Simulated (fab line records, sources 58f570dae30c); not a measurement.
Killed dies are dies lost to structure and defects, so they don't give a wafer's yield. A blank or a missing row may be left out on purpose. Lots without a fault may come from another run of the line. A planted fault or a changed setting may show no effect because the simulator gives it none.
Chamber matching | flow berkeley_cmos170 | UCB170_M2_ETCH_17 on rie_diel-04: 4 sister chambers
The step etches BARC in N2/H2. 16 wafers are shown with their chamber, then 8 later ones without.

WAFERS WITH THEIR CHAMBER
wafer  | chamber | drypump_motor_current_A (A) | throttle_valve_pct (%) | oes_product_au (a.u.)
L973.1 | 2       | 5.5                         | 13.19                  | 1.032
L973.3 | 3       | 6.1                         | 13.33                  | 1.017
L973.6 | 3       | 6.1                         | 13.32                  | 1.024
L976.1 | 0       | 5.4                         | 13.55                  | 0.980
L976.2 | 1       | 6.6                         | 12.98                  | 0.978
L976.3 | 3       | 6.1                         | 13.34                  | 1.022
L980.2 | 1       | 6.6                         | 13.01                  | 0.992
L980.3 | 3       | 6.1                         | 13.31                  | 1.027
L980.4 | 0       | 5.4                         | 13.50                  | 0.979
L983.1 | 1       | 6.7                         | 12.99                  | 0.981
L983.3 | 2       | 5.5                         | 13.17                  | 1.029
L983.6 | 0       | 5.4                         | 13.54                  | 0.964
L981.1 | 0       | 5.4                         | 13.53                  | 0.971
L981.3 | 1       | 6.7                         | 12.98                  | 0.992
L981.4 | 2       | 5.5                         | 13.18                  | 1.020
L985.2 | 3       | 6.1                         | 13.32                  | 1.022

SIGNATURES (means of the wafers above)
reading                 | chamber 0 | chamber 1 | chamber 2 | chamber 3 | scatter within a chamber
drypump_motor_current_A | 5.400     | 6.650     | 5.500     | 6.100     | 0.0289
throttle_valve_pct      | 13.5300   | 12.9900   | 13.1800   | 13.3240   | 0.0151
oes_product_au          | 0.97350   | 0.98575   | 1.02700   | 1.02240   | 0.0062
Rule: a wafer's distance from a chamber is the root of the sum, over the readings, of the square of ((its reading less the chamber's mean) divided by the reading's scatter). The wafer belongs to the nearest chamber; if the next one is less than 2 further off, it can't be placed. The scatter: the root of (the sum of the squares of (reading less its chamber's mean) over the shown wafers, divided by (wafers less chambers)).

WAFERS WITHOUT THEIR CHAMBER
wafer  | drypump_motor_current_A (A) | throttle_valve_pct (%) | oes_product_au (a.u.)
L985.3 | 6.7                         | 13.00                  | 0.985
L985.4 | 5.5                         | 13.19                  | 1.019
L992.4 | 6.1                         | 13.32                  | 1.016
L992.5 | 5.4                         | 13.53                  | 0.974
L992.6 | 6.1                         | 13.32                  | 1.017
L993.2 | 6.7                         | 12.97                  | 0.974
L993.4 | 5.4                         | 13.53                  | 0.968
L993.5 | 5.4                         | 13.53                  | 0.974

WHICH CHAMBER EACH WENT THROUGH
wafer  | from the rows above | in truth
L985.3 | 1                   | 1
L985.4 | 2                   | 2
L992.4 | 3                   | 3
L992.5 | 0                   | 0
L992.6 | 3                   | 3
L993.2 | 1                   | 1
L993.4 | 0                   | 0
L993.5 | 0                   | 0
Placed correctly: 8 of 8. Can't be placed from these rows: 0. Placed wrongly: 0.
